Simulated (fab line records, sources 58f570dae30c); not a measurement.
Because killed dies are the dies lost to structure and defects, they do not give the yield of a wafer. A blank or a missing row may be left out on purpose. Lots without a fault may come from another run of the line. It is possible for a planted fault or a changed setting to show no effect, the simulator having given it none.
Lot-split experiment + flow berkeley cmos170 + 5 lots, 27 wafers read, on a route of 331 steps

## SPLIT DETAILS
At UCB170_M1_SPUTTER_00 (material Al, target thk 600 nm, time 80 s), the setting time s was moved away from the recipe's 80 s on 9 of the 27 wafers read, by -36.0% to +30.4%. For the rest of the wafers, this setting stayed at what the recipe calls for.

## FROM THE SPLIT TO THE READING: what the file shows between them, 5 steps
- UCB170_M1_RS_MEAS_01: measures by four-point-probe
- UCB170_M1_THK_MEAS_02: measures by xrf
- UCB170_M1_COAT_03
- UCB170_M1_COAT_04: resist thk 900 nm
- UCB170_M1_ETCH_11: etches BARC in N2/H2

## THE READING
oes product au, in a.u., at UCB170_M1_METAL_ETCH_12 (etches Al in Cl2/BCl3, stops on PSG, target depth 780 nm, time 130 s). Fault-free wafers of this fab line usually give 0.862 a.u., standard deviation 0.013 a.u.

| wafer  | tool, chamber at the split | time s as run, s | against the recipe | oes product au, a.u. | against lot-mates on the recipe |
|--------|----------------------------|------------------|--------------------|----------------------|---------------------------------|
| L074.1 | pvd sputter-02, -          | 80               | recipe             | 0.851                | -                               |
| L074.2 | pvd sputter-02, -          | 54.22            | -32.2%             | 0.722                | -0.137                          |
| L074.3 | pvd sputter-02, -          | 80               | recipe             | 0.875                | -                               |
| L074.4 | pvd sputter-02, -          | 54.22            | -32.2%             | 0.705                | -0.154                          |
| L074.5 | pvd sputter-02, -          | 54.22            | -32.2%             | 0.727                | -0.132                          |
| L074.6 | pvd sputter-02, -          | 80               | recipe             | 0.851                | -                               |
| L077.1 | pvd sputter-03, -          | 104.3            | +30.4%             | 1.003                | +0.145                          |
| L077.2 | pvd sputter-03, -          | 104.3            | +30.4%             | 0.977                | +0.119                          |
| L077.3 | pvd sputter-03, -          | 104.3            | +30.4%             | 0.974                | +0.116                          |
| L077.4 | pvd sputter-03, -          | 80               | recipe             | 0.860                | -                               |
| L077.5 | pvd sputter-03, -          | 80               | recipe             | 0.865                | -                               |
| L077.6 | pvd sputter-03, -          | 80               | recipe             | 0.848                | -                               |
| L076.1 | pvd sputter-02, -          | 80               | recipe             | 0.867                | -                               |
| L076.2 | pvd sputter-02, -          | 51.23            | -36.0%             | 0.695                | -0.169                          |
| L076.3 | pvd sputter-02, -          | 51.23            | -36.0%             | 0.689                | -0.175                          |
| L076.4 | pvd sputter-02, -          | 51.23            | -36.0%             | 0.698                | -0.166                          |
| L076.5 | pvd sputter-02, -          | 80               | recipe             | 0.862                | -                               |
| L076.6 | pvd sputter-02, -          | 80               | recipe             | 0.863                | -                               |
| L078.2 | pvd sputter-01, -          | 80               | recipe             | 0.857                | -                               |
| L078.3 | pvd sputter-01, -          | 80               | recipe             | 0.868                | -                               |
| L078.5 | pvd sputter-01, -          | 80               | recipe             | 0.863                | -                               |
| L080.1 | pvd sputter-03, -          | 80               | recipe             | 0.863                | -                               |
| L080.2 | pvd sputter-03, -          | 80               | recipe             | 0.845                | -                               |
| L080.3 | pvd sputter-03, -          | 80               | recipe             | 0.856                | -                               |
| L080.4 | pvd sputter-03, -          | 80               | recipe             | 0.849                | -                               |
| L080.5 | pvd sputter-03, -          | 80               | recipe             | 0.854                | -                               |
| L080.6 | pvd sputter-03, -          | 80               | recipe             | 0.834                | -                               |

THE FIT
A straight line over all 27 wafers: oes product au changes by +0.00436 a.u. for each +1% of time s; r = +0.99; the points scatter about the line by 0.01 a.u.
The same after taking each lot's own level away (the mean of its wafers on the recipe; 27 wafers): +0.00444 a.u. for each +1%; r = +0.99; scatter 0.0097 a.u.
Per that fit: largest time s move, reading shift of 0.16 a.u.
The lots' own levels span 0.8502 to 0.8640 a.u., that is 1.1 times the standard deviation above.
The two slopes are in agreement: the lot-to-lot level therefore moves the slope only a little.
Check: for one of the wafers moved furthest among these (-36.0%), held out of the fit, the line's prediction against its lot-mates is -0.16 a.u. It came out at -0.169 a.u. against them.

## THE OTHER SPLITS THESE WAFERS WENT THROUGH
These wafers also went through other splits before the reading. Each is held against what the fit with the lots' levels taken away leaves over:
| other split on the same wafers          | wafers away from the commonest value | r with oes product au (lot level and that fit taken away) |
|-----------------------------------------|--------------------------------------|-----------------------------------------------------------|
| UCB170_NWELL_ETCH_13 time s             | 12                                   | +0.05                                                     |
| UCB170_WELLDRIVE_OXIDATION_01 ox time s | 6                                    | +0.16                                                     |
| UCB170_SCREENOX_OXIDATION_01 ox time s  | 18                                   | -0.11                                                     |
| UCB170_GATE_ETCH_15 time s              | 9                                    | +0.33                                                     |
| UCB170_SPACER_ETCHBACK_03 time s        | 6                                    | -0.29                                                     |

## THE WHOLE CHAIN: every reading that the file lists as answering this split, in the file's order
| step                    | what it does                                                         | reading                                                                     | change (the file's fit)                   | r (the file's) |
|-------------------------|----------------------------------------------------------------------|-----------------------------------------------------------------------------|-------------------------------------------|----------------|
| UCB170_M1_SPUTTER_00    | material Al, target thk 600 nm, time 80 s                            | Al_of_M1_SPUTTER_00.thk nm (the simulator's own value, which no gauge read) | +6.05 nm for each +1% of the setting      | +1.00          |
| UCB170_M1_RS_MEAS_01    | measures by four-point-probe                                         | M1_AL_RS                                                                    | -0.000641 for each +1% of the setting     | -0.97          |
| UCB170_M1_THK_MEAS_02   | measures by xrf                                                      | M1_AL_THK                                                                   | +6 for each +1% of the setting            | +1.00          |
| UCB170_M1_METAL_ETCH_12 | etches Al in Cl2/BCl3, stops on PSG, target depth 780 nm, time 130 s | oes product au                                                              | +0.00446 a.u. for each +1% of the setting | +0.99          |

## FILE'S OWN FIT
oes product au changes by +0.00446 a.u. for each +1% of time s, r = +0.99.
